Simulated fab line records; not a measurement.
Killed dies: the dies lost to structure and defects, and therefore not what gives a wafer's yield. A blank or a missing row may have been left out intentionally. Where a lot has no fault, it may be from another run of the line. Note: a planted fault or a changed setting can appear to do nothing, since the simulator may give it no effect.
A lot that was struck, set against a sound lot	flow rit cmos	15 out of 202 route steps
Sound: the wafers L243.2, L243.3, L243.4. Wafers struck: L231.1, L231.5, L231.6. Last of all comes the cause.
For every step that has rows: the tool of each side, followed by ch and its chambers, followed by its first start. Under that, the readings that differ: sound wafers	struck wafers	difference of the means	sigmas: that difference in standard deviations of wafers without a fault.
alike: readings whose means differ by less than 2 such deviations, and words and numbers that are the same on both sides. not compared: withheld readings, readings that some wafer has no value for, bounds like >300 that may hide the same value, and numbers for which the record gives no deviation and whose values overlap.
A row with sigmas, a row that says differs or no value, or rows on one side alone: a step with any of these is where the two part. When numbers do not overlap yet have no deviation, they are printed without sigmas and do not part them. Lack of a reading on every wafer of one side parts them only where that side has two or more wafers.

first, 1 step without rows for these wafers: RIT_PRETRO_DEVELOP_05 (develop time 68 s).
RIT_PRETRO_OVL_MEAS_06:
  sound on overlay-02 at day 6 11:10; struck on overlay-02 at day 3 21:40
reading	sound	struck	difference	sigmas
PRETRO_OVL (nm)	1.7 2.0 2.0	-1.1 -2.5 -1.8	-3.7	-3
then, 2 steps without rows for these wafers: RIT_PRETRO_HARDBAKE_07 (time 120 s); RIT_PRETRO_IMPLANT_08.
RIT_PRETRO_STRIP_09: strips in O2, time 180 s.
  sound on plasma asher-03 ch 0,1, day 6 11:35; struck on plasma asher-03 ch 0,1, day 3 22:05
  alike: drypump motor current A
  not compared: rf hours counter h
RIT_PRETRO_TW_MEAS_10:
  sound on film metro-02 at day 6 11:47; struck on film metro-03 at day 3 22:16
reading	sound	struck	difference	sigmas
PRETRO_TW	471 468 468	485 481 482	+14	+2
then, 5 steps without rows for these wafers: RIT_GATE_WET_ETCH_00 (etches SiO2 in BOE, target depth 56 nm, time 60 s); RIT_GATE_CLEAN_01 (cleans in SC1, time 600 s); RIT_GATE_CLEAN_02 (cleans in dHF, time 30.91 s); RIT_GATE_CLEAN_03 (cleans in SC2, time 600 s); RIT_GATE_CLEAN_04 (cleans in dHF, time 60 s).
RIT_FOX2_THK_MEAS_91:
  sound on film metro-03 at day 6 12:17; struck on film metro-04 at day 3 23:02
reading	sound	struck	difference	sigmas
FIELD_OXIDE_LEFT_2_THK (nm)	259 262 251	244 238 239	-17	-3
RIT_GATE_OXIDATION_05: target thk 3 nm, ox time 270 s.
  sound on furnace-03 ch 0, day 6 13:26; struck on furnace-03 ch 0, day 3 23:47
reading	sound	struck	difference	sigmas
spike tc centre C (C)	901.0 901.2 901.4	896.0 896.6 895.3	-5.2	-4
spike tc source C (C)	925.7 927.0 923.7	919.9 920.5 920.1	-5.3	-4
tube center temp C (C)	899.94 900.02 899.98	894.98 894.92 895.25	-4.93	-62
tube_center_temp_C_max	902.4 902.7 901.7	897.1 896.8 897.3	-5.2	-13
model.SiO2_of_GATE_OXIDATION_05.thk nm (nm)	3.022 2.971 3.057	2.889 2.91 2.886	-0.122	
then, 1 step without rows for these wafers: RIT_GATE_ANNEAL_06 (time 600 s).
RIT_M1_PROBE_99:
  sound on prober-02 at day 7 16:55; struck on prober-02 at day 5 03:59
reading	sound	struck	difference	sigmas
model.etest.nmos narrow.drive ua um	222 224.4 223.5	235 234.9 241	+14	
model.etest.nmos_0p3.drive ua um	225.6 228.8 221	234.5 233 237.2	+9.8	
model.etest.pmos_0p3.drive ua um	101.5 101 97.8	103.7 103.8 106.8	+4.7	
model.etest.pmos narrow.drive ua um	101 100.7 99.64	105.3 105.6 108.6	+6.1	
model.etest.pmos_0p15.swing mv dec	84.14 83.38 84.35	83.12 83.02 83.15	-0.86	
model.etest.pmos_0p15.gate log10 a cm2	-6.562 -6.274 -6.707	-5.973 -6.103 -5.829	+0.546	
  alike: killed at contacts, killed at front end, killed dies, killed open, killed short
  not compared: model.etest.pmos_0p3.r on ohm um, model.etest.nmos_0p15.swing mv dec

## WHERE THEY PART
Earliest at RIT_PRETRO_OVL_MEAS_06; latest, in this record, at RIT_GATE_OXIDATION_05. Later steps at which nothing parts them and some readings are alike: RIT_M1_PROBE_99.

WHY: what had been put in by the simulator
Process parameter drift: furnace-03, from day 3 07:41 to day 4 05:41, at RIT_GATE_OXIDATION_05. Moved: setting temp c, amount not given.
